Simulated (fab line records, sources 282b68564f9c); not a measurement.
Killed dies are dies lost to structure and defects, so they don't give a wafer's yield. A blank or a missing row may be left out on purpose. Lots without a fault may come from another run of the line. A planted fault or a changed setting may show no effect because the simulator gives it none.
fab line records | flow rit_cmos
record lots=13 wafers=39 last_day=5
route steps=202 shown GATE@84 REOX@102 PLDD@123 CONTACT@177 M1@202
lots that met no fault: from a run of the same line without faults
start_h: hours from the record's first day to the start of the lot's first wafer shown | wait_h: hours since the lot's step before | " the same as in the row above | L1.1+2: a row that stands for several wafers | - no value, or no start given | * or withheld: withheld | < > ~ a bound
route shown NAME@n: a module of which the file shows steps, and the number in the route of the first | usual: mean/standard deviation of fault-free wafers | same: alike in all rows | chamber/n: place in a boat | sites: the reading at each site | _std_site: their standard deviation | _edge_site: outer sites' mean less inner sites' | radius_mm: how far each site lies from the wafer's centre | mask NAME#n: copy n | behind: the tool/chamber that last shaped the wafer | hold: why the lot was held/for how many hours/how that ended | device: the transistor (n, p or np) that didn't switch | end of line: the same wafers' tests at the end of the route | a step without rows: its recipe alone | killed: dies lost to structure and defects at the first sort, not the wafer's yield | map: a wafer's dies, x killed, . not, _ none there
set.NAME: the setting as run; set.NAME@STEP: as run at that earlier step | model.NAME: the simulator's own value behind a step, which no gauge read
steps of the route over a sample of lots; a table a step, a row a wafer
services: from which hour (start_h, from the record's first day; less than 0 if before it) a tool's chamber was out of use, for how many hours, and why
## steps
# step RIT_GATE_CVD_08
# recipe material=poly-Si target_thk_nm=250 temp_c=610 precursor=SiH4 time_s=2220 pressure_mtorr=300 sih4_flow_sccm=100
# usual spike_tc_centre_C=612.6/1.3 spike_tc_load_C=634.2/2 spike_tc_source_C=629/3.7 susceptor_temp_C=610.08/0.29
# same time_s=2220
# columns lot.wafer tool chamber start_h wait_h spike_tc_centre_C spike_tc_load_C spike_tc_source_C susceptor_temp_C
L555.1 lpcvd-01 0 36.87 0.1 611.3 635.9 632 610.00
L555.3 " 0 " " 613.8 634.3 632 610.31
L555.5 " 0 " " 612.7 634.9 633 610.41
L556.3 lpcvd-01 1 39.54 0.0 612.0 630.3 632 609.65
L556.4 " 1 " " 610.7 631.5 631 609.99
L556.5 " 1 " " 610.7 631.2 633 609.99
L557.2 lpcvd-02 0 46.26 0.0 611.2 634.7 632 610.35
L557.4 " 0 " " 614.7 634.6 630 610.36
L557.6 " 0 " " 611.5 636.2 630 610.43
L558.3 lpcvd-01 0 53.08 0.0 612.0 634.4 631 610.20
L558.4 " 0 " " 612.2 633.4 632 609.42
L558.6 " 0 " " 612.7 635.9 633 610.38
L559.1 lpcvd-02 1 56.30 0.1 615.1 635.6 622 609.83
L559.2 " 1 " " 613.4 635.9 623 610.28
L559.6 " 1 " " 613.5 636.3 624 610.17
L560.3 lpcvd-01 1 65.56 0.0 611.2 629.4 633 609.82
L560.4 " 1 " " 612.0 631.6 634 609.34
L560.6 " 1 " " 611.2 631.3 631 609.46
L561.1 lpcvd-02 1 69.06 0.1 611.3 637.4 625 610.32
L561.2 " 1 " " 613.1 636.7 622 610.25
L561.3 " 1 " " 613.9 636.2 624 610.18
L562.2 lpcvd-01 0 70.38 0.0 612.2 635.0 634 609.94
L562.4 " 0 " " 613.4 632.7 632 610.16
L562.6 " 0 " " 613.0 633.6 631 610.23
L563.3 lpcvd-01 1 77.85 0.3 613.4 630.7 634 610.01
L563.4 " 1 " " 611.8 631.1 632 610.19
L563.5 " 1 " " 608.6 630.7 631 609.72
L564.1 lpcvd-01 0 84.74 0.1 612.6 634.4 634 609.97
L564.4 " 0 " " 613.4 633.6 633 609.84
L564.6 " 0 " " 611.6 633.5 633 610.15
L566.2 lpcvd-01 0 90.87 0.7 612.8 632.7 631 610.39
L566.3 " 0 " " 612.3 635.7 630 610.36
L566.4 " 0 " " 612.6 635.5 631 610.15
L567.1 lpcvd-01 0 98.78 0.1 631.3 652.8 649 627.84
L567.2 " 0 " " 629.9 652.3 649 628.11
L567.3 " 0 " " 630.1 653.3 649 628.46
L568.2 lpcvd-01 0 100.40 0.3 631.0 653.8 649 628.42
L568.5 " 0 " " 632.3 652.7 650 627.81
L568.6 " 0 " " 630.2 653.5 651 628.13
# step RIT_GATE_THK_MEAS_09
# recipe reads=poly-Si_of_GATE_CVD_08
# usual GATE_POLY_THK=249.9/2.8
# columns lot.wafer tool chamber start_h wait_h GATE_POLY_THK[nm]
L555.1 film_metro-04 - 38.49 0.0 256.7
L555.3 " - " " 251.9
L555.5 " - " " 254.6
L556.3 film_metro-01 - 41.18 0.0 249.1
L556.4 " - " " 250.2
L556.5 " - " " 250.3
L557.2 film_metro-03 - 47.88 0.0 243.8
L557.4 " - " " 243.5
L557.6 " - " " 242.2
L558.3 film_metro-03 - 54.72 0.0 255.0
L558.4 " - " " 252.1
L558.6 " - " " 253.8
L559.1 film_metro-03 - 57.91 0.0 247.3
L559.2 " - " " 247.6
L559.6 " - " " 248.5
L560.3 film_metro-01 - 67.20 0.0 253.1
L560.4 " - " " 252.2
L560.6 " - " " 253.6
L561.1 film_metro-01 - 70.67 0.0 249.5
L561.2 " - " " 247.7
L561.3 " - " " 246.7
L562.2 film_metro-01 - 72.01 0.0 252.5
L562.4 " - " " 251.9
L562.6 " - " " 250.7
L563.3 film_metro-04 - 79.48 0.0 252.2
L563.4 " - " " 253.3
L563.5 " - " " 255.0
L564.1 film_metro-01 - 86.36 0.0 251.5
L564.4 " - " " 249.6
L564.6 " - " " 251.6
L566.2 film_metro-01 - 92.50 0.0 250.7
L566.3 " - " " 252.2
L566.4 " - " " 251.7
L567.1 film_metro-03 - 100.40 0.0 384.1
L567.2 " - " " 384.9
L567.3 " - " " 385.6
L568.2 film_metro-01 - 102.03 0.0 386.3
L568.5 " - " " 384.6
L568.6 " - " " 383.9
# step RIT_GATE_ETCH_19
# recipe chemistry=SF6/CHF3/O2 time_s=165 SF6_flow_sccm=30 CHF3_flow_sccm=30 O2_flow_sccm=5 target=poly-Si pressure_mtorr=40 rf_w=160 target_depth_a=3125 over_etch_frac=0.25 stop_on=SiO2
# usual SF6_flow_sccm=30.01/0.097 drypump_motor_current_A=6.03/0.19 oes_product_au=0.851/0.017 throttle_valve_pct=10.25/0.17
# same time_s=165
# columns lot.wafer tool chamber start_h wait_h SF6_flow_sccm drypump_motor_current_A oes_product_au rf_hours_counter_h throttle_valve_pct
L555.1 rie_si-02 0 39.90 0.1 29.97 5.84 0.871 140 10.54
L555.3 " 2 " " 29.96 5.93 0.874 127 10.13
L555.5 " 1 " " 30.04 6.25 0.840 - 10.33
L556.3 rie_si-01 0 42.50 0.1 29.92 6.00 0.865 61 9.98
L556.4 " 2 " " 29.89 5.76 0.849 92 10.14
L556.5 " 2 " " 29.88 5.77 0.857 - 10.14
L557.2 rie_si-02 0 49.21 0.1 29.83 5.76 0.838 140 10.56
L557.4 " 2 " " 30.00 5.96 0.854 127 10.11
L557.6 " 0 " " 29.98 5.77 0.838 - 10.56
L558.3 rie_si-01 0 55.92 0.1 30.13 5.99 0.880 61 9.98
L558.4 " 3 " " 30.12 6.22 0.858 - 10.17
L558.6 " 0 " " 30.14 5.99 0.882 - 9.99
L559.1 rie_si-02 3 59.13 0.1 30.01 6.21 0.830 157 10.41
L559.2 " 1 " " 29.85 6.24 0.822 52 10.34
L559.6 " 1 " " 30.09 6.25 0.810 - 10.33
L560.3 rie_si-01 2 68.52 0.1 30.00 5.72 0.856 93 10.15
L560.4 " 3 " " 30.08 6.26 0.862 - 10.15
L560.6 " 0 " " 30.06 5.93 0.862 - 9.99
L561.1 rie_si-02 2 72.01 0.1 29.99 5.98 0.872 127 10.12
L561.2 " 1 " " 30.00 6.23 0.829 52 10.34
L561.3 " 3 " " 30.02 6.25 0.825 157 10.41
L562.2 rie_si-01 0 73.39 0.1 30.07 5.94 0.867 61 10.00
L562.4 " 2 " " 29.95 5.72 0.856 - 10.17
L562.6 " 0 " " 29.86 5.96 0.863 - 10.01
L563.3 rie_si-02 0 80.68 0.1 29.97 5.75 0.859 140 10.55
L563.4 " 1 " " 30.01 6.24 0.837 - 10.35
L563.5 " 0 " " 30.04 5.75 0.873 - 10.55
L564.1 rie_si-01 1 87.89 0.1 30.14 6.13 0.865 0 10.24
L564.4 " 0 " " 30.26 5.95 0.857 61 9.98
L564.6 " 3 " " 29.93 6.24 0.855 - 10.15
L566.2 rie_si-01 0 93.70 0.1 29.85 5.94 0.865 61 9.99
L566.3 " 1 " " 29.99 6.11 0.863 0 10.25
L566.4 " 2 " " 30.05 5.74 0.855 93 10.14
L567.1 rie_si-02 2 101.74 0.1 30.00 5.92 1.015 127 10.13
L567.2 " 0 " " 30.06 5.73 1.022 141 10.55
L567.3 " 3 " " 29.96 6.23 0.950 0 10.41
L568.2 rie_si-01 3 103.23 0.1 30.05 6.26 0.992 113 10.16
L568.5 " 3 " " 29.95 6.27 0.989 - 10.16
L568.6 " 2 " " 30.18 5.74 0.992 - 10.14
# step RIT_REOX_THK_MEAS_04
# recipe reads=SiO2_of_REOX_OXIDATION_03
# usual REOX_OXIDE_THK=25.1/0.53
# columns lot.wafer tool chamber start_h wait_h REOX_OXIDE_THK[nm]
L555.1 film_metro-04 - 43.40 0.0 25.3
L555.3 " - " " 25.5
L555.5 " - " " 25.5
L556.3 film_metro-02 - 45.97 0.0 25.6
L556.4 " - " " 26.0
L556.5 " - " " 25.8
L557.2 film_metro-02 - 53.08 0.0 25.9
L557.4 " - " " 26.4
L557.6 " - " " 26.1
L558.3 film_metro-01 - 60.33 0.0 25.5
L558.4 " - " " 25.4
L558.6 " - " " 25.6
L559.1 film_metro-01 - 62.86 0.0 25.7
L559.2 " - " " 25.6
L559.6 " - " " 25.9
L560.3 film_metro-01 - 72.28 0.0 25.3
L560.4 " - " " 24.4
L560.6 " - " " 24.9
L561.1 film_metro-01 - 75.37 0.0 25.3
L561.2 " - " " 25.1
L561.3 " - " " 25.7
L562.2 film_metro-04 - 77.80 0.0 24.8
L562.4 " - " " 24.7
L562.6 " - " " 24.8
L563.3 film_metro-01 - 85.44 0.0 25.5
L563.4 " - " " 25.5
L563.5 " - " " 25.6
L564.1 film_metro-01 - 91.37 0.0 25.5
L564.4 " - " " 25.4
L564.6 " - " " 25.1
L566.2 film_metro-02 - 98.48 0.0 24.3
L566.3 " - " " 24.3
L566.4 " - " " 24.4
# step RIT_PLDD_STRIP_09
# recipe chemistry=O2 time_s=180 resist=NOVOLAK platen_temp_c=withheld power_w=500 pressure_mtorr=4000 o2_flow_sccm=4000
# usual drypump_motor_current_A=5.8/0.44
# same time_s=180
# columns lot.wafer tool chamber start_h wait_h drypump_motor_current_A rf_hours_counter_h
L555.1 plasma_asher-04 1 46.19 0.1 5.3 39
L555.3 " 0 " " 5.6 -
L555.5 " 0 " " 5.6 -
L556.3 plasma_asher-02 1 48.80 0.1 6.7 -
L556.4 " 0 " " 5.6 -
L556.5 " 1 " " 6.6 -
L557.2 plasma_asher-03 1 56.22 0.1 5.7 41
L557.4 " 1 " " 5.6 -
L557.6 " 0 " " 5.9 -
L558.3 plasma_asher-02 0 63.04 0.1 5.6 -
L558.4 " 1 " " 6.6 -
L558.6 " 0 " " 5.6 -
L559.1 plasma_asher-03 1 65.65 0.1 5.6 42
L559.2 " 0 " " 5.9 42
L559.6 " 0 " " 5.9 -
L560.3 plasma_asher-03 1 75.37 0.1 5.7 -
L560.4 " 0 " " 5.9 -
L560.6 " 1 " " 5.7 -
L561.1 plasma_asher-04 0 78.03 0.1 5.6 42
L561.2 " 1 " " 5.3 42
L561.3 " 1 " " 5.3 -
L562.2 plasma_asher-02 0 80.58 0.1 5.5 30
L562.4 " 1 " " 6.6 -
L562.6 " 1 " " 6.6 -
L563.3 plasma_asher-02 1 88.39 0.1 6.6 -
L563.4 " 0 " " 5.6 -
L563.5 " 0 " " 5.6 -
L564.1 plasma_asher-02 1 94.43 0.1 6.6 32
L564.4 " 0 " " 5.5 -
L564.6 " 0 " " 5.6 -
L566.2 plasma_asher-04 1 101.14 0.1 5.2 45
L566.3 " 0 " " 5.6 -
L566.4 " 1 " " 5.2 -
# step RIT_CONTACT_OVL_MEAS_09
# usual CONTACT_OVL=0.4/1.2
# columns lot.wafer tool chamber start_h wait_h CONTACT_OVL[nm]
L555.1 overlay-02 - 54.71 0.1 -0.3
L555.3 " - " " -0.2
L555.5 " - " " -0.1
L556.3 overlay-02 - 57.34 0.1 1.5
L556.4 " - " " 1.0
L556.5 " - " " 1.4
L557.2 overlay-01 - 64.93 0.1 -1.6
L557.4 " - " " -2.2
L557.6 " - " " -0.7
L558.3 overlay-01 - 71.48 0.1 1.0
L558.4 " - " " 2.4
L558.6 " - " " 0.5
L559.1 overlay-01 - 74.51 0.1 2.0
L559.2 " - " " -0.1
L559.6 " - " " 1.3
L560.3 overlay-02 - 83.95 0.1 0.6
L560.4 " - " " 0.5
L560.6 " - " " 1.4
L561.1 overlay-01 - 86.89 0.1 -0.4
L561.2 " - " " -0.6
L561.3 " - " " 1.0
L562.2 overlay-01 - 89.58 0.1 2.1
L562.4 " - " " 1.6
L562.6 " - " " 1.4
L563.3 overlay-01 - 96.81 0.1 1.5
L563.4 " - " " 2.4
L563.5 " - " " 2.5
L564.1 overlay-01 - 102.99 0.1 0.8
L564.4 " - " " -0.3
L564.6 " - " " -0.5
L566.2 overlay-01 - 110.17 0.1 1.4
L566.3 " - " " 0.8
L566.4 " - " " 1.2
# step RIT_M1_PROBE_99
# usual killed_at_contacts=0.0/0.16 killed_at_front_end=6.9/2.9 killed_dies=7.0/2.9 killed_on_rim=1.9/1.4 killed_open=3.4/2.1 killed_short=3.5/1.8
# same gross_dies=264 killed_at_M0_to_M3=0 killed_at_M4_up=0 killed_at_back_side=0 killed_at_other=0
# columns lot.wafer tool chamber start_h wait_h killed_at_contacts killed_at_front_end killed_dies killed_on_rim killed_open killed_short
L567.1 prober-01 - 122.53 0.1 0 264 264 70 2 2
L567.2 prober-01 - 122.58 0.1 0 264 264 70 3 5
L567.3 prober-01 - 122.63 0.2 0 264 264 70 4 3
L568.2 prober-02 - 124.08 0.1 0 264 264 70 2 0
L568.5 prober-02 - 124.23 0.2 1 263 264 70 3 5
L568.6 prober-02 - 124.28 0.2 0 264 264 70 4 3
# killed by level:class
L567.1 GATE:area_etch=260 FOX2:geometric_particle:open=1 GATE:geometric_particle:short=1 REOX:geometric_particle:open=1 SILICIDE:geometric_particle:short=1
L567.2 GATE:area_etch=256 FOX2:geometric_particle:short=3 GATE:geometric_particle:short=1 GATE:geometric_particle:open=1 SPACER:geometric_particle:open=1 SILICIDE:geometric_particle:short=1 SILICIDE:geometric_particle:open=1
L567.3 GATE:area_etch=257 GATE:geometric_particle:short=3 GATE:geometric_particle:open=3 SPACER:geometric_particle:open=1
L568.2 GATE:area_etch=262 REOX:geometric_particle:open=1 SPACER:geometric_particle:open=1
L568.5 GATE:area_etch=256 GATE:geometric_particle:short=5 GATE:geometric_particle:open=1 REOX:geometric_particle:open=1 CONTACT:geometric_particle:open=1
L568.6 GATE:area_etch=257 SILICIDE:geometric_particle:short=2 FOX1:geometric_particle:short=1 GATE:geometric_particle:open=1 REOX:geometric_particle:open=1 SPACER:geometric_particle:open=1 SILICIDE:geometric_particle:open=1
## services
# columns tool chamber start_h hours kind
rie_si-02 2 21.26 2.8 repair
plasma_asher-04 - 37.92 1.1 repair
rie_si-01 0 45.38 2.4 repair
rie_si-01 1 55.49 - clean
rie_si-01 1 55.49 21.2 scheduled_down
rie_si-01 1 55.49 21.2 vent_cycle
rie_si-02 3 77.50 - clean
rie_si-02 3 77.50 18.2 scheduled_down
rie_si-02 3 77.50 18.2 vent_cycle
rie_si-02 1 91.66 2.4 repair
## key
first_sign step=RIT_GATE_CVD_08 reading=susceptor_temp_C direction=up sigmas=61 usual=* struck=*
effect step=RIT_GATE_CVD_08 reading=spike_tc_centre_C direction=up sigmas=14 usual=612.6 struck=630.8
effect step=RIT_GATE_THK_MEAS_09 reading=GATE_POLY_THK direction=up sigmas=48 usual=249.9 struck=384.9
effect step=RIT_GATE_ETCH_19 reading=oes_product_au direction=up sigmas=8.4 usual=0.851 struck=0.993
effect step=RIT_M1_PROBE_99 reading=killed_at_front_end direction=up sigmas=88 usual=6.9 struck=263.8
more_kills_born_at RIT_GATE_ETCH_19@rie_si-01=775 RIT_GATE_ETCH_19@rie_si-02=773
met_at RIT_GATE_CVD_08
struck_lots L567,L568
struck_wafers L567.1,L567.2,L567.3,L568.2,L568.5,L568.6
later_rows_left_out L567.1,L567.2,L567.3,L568.2,L568.5,L568.6
tester_left_out L567,L568
not_acting_at RIT_REOX_THK_MEAS_04,RIT_PLDD_STRIP_09,RIT_CONTACT_OVL_MEAS_09
fault kind=process_parameter_drift tool=lpcvd-01 chamber=0 onset_h=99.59 steps=RIT_GATE_CVD_08 channel=temp_c offset=* shape=step end_h=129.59 acts_in=* stated=*
# tester_left_out: of these lots the tester's yield and bins aren't shown, on N5 and GAA mostly nor the transistor test; their killed dies are dies lost to structure and defects alone, not to doping, threshold or leakage, so they don't give the yield
# later_rows_left_out: the simulator's readings of these wafers behind a module that went badly wrong aren't trusted and aren't shown, but for the sort
